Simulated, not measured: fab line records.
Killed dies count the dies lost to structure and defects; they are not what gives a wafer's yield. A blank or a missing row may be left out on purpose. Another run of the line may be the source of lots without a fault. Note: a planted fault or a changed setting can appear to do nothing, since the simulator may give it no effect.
The tool behind it: which one? ; flow rit-cmos ; 7 lots, 21 wafers sampled, at 2 steps of a route of 202

== WHAT EACH GAUGE READ, for each wafer ==
RIT_CONTACT_THK_MEAS_01.
lot;measured;on;CONTACT_TEOS_THK (nm)
L586;day 3 17:56;film-metro-01;402 411 409
L590;day 4 10:13;film-metro-04;396 405 408
L592;day 4 22:14;film-metro-04;404 399 407
L593;day 5 04:57;film-metro-03;393 397 403
L596;day 5 17:03;film-metro-03;390 394 399
L602;day 6 21:25;film-metro-03;402 210 405 402 210 405
L605;day 7 14:04;film-metro-04;404 395 211 405 395 211

== TOOL THAT RAN EACH LOT (tool first, then ch and the chambers of the sampled wafers, then the start) ==
lot;RIT_CONTACT_CVD_00
L586;pecvd-04 ch 0,1, day 3 17:53
L590;pecvd-03 ch 0,1,2, day 4 10:10
L592;pecvd-04 ch 1,2, day 4 22:10
L593;pecvd-01 ch 1,2, day 5 04:53
L596;pecvd-03 ch 1,2, day 5 16:59
L602;pecvd-03 ch 0,1,2, day 6 21:21
L605;pecvd-03 ch 0,1,2, day 7 14:00
- RIT_CONTACT_CVD_00: deposits SiO2 from TEOS, target thk 400 nm, time 61 s.

== THE ANSWER, worked out from the rows above alone ==
Rule: usual is defined by the lots themselves. The widest of any qualifying gaps counts: lots, ordered by their means at a reading, are off when they make up no more than a third of the lots, leave a main group of 4 or more, and stand apart from it by 3 or more times the standard deviation of that group's means. The tables above print the reading to a certain number of digits; a main group whose means all agree to those digits is not used. Also off: a lot with no number at a reading for which 4 or more lots have one. The other lots that the step has rows for count as sound.
Off: L602, L605, seen at RIT_CONTACT_THK_MEAS_01 (CONTACT_TEOS_THK). The main group: mean 401 nm, standard deviation 4.6.
A tool fits if, at a process step before that reading, it ran every lot that is off, and no sound lot after the first of them. Gauges at RIT_CONTACT_THK_MEAS_01: tried the same way as those tools. One candidate fits, namely pecvd-03 at RIT_CONTACT_CVD_00. A fault onset in the window from L596 (day 5 16:59, its last sound lot) to L602 (day 6 21:21, its first lot off) fits.

== WHAT THE SIMULATOR PUT IN ==
pecvd-03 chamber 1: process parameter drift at RIT_CONTACT_CVD_00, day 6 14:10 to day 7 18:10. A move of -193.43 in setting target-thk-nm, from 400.
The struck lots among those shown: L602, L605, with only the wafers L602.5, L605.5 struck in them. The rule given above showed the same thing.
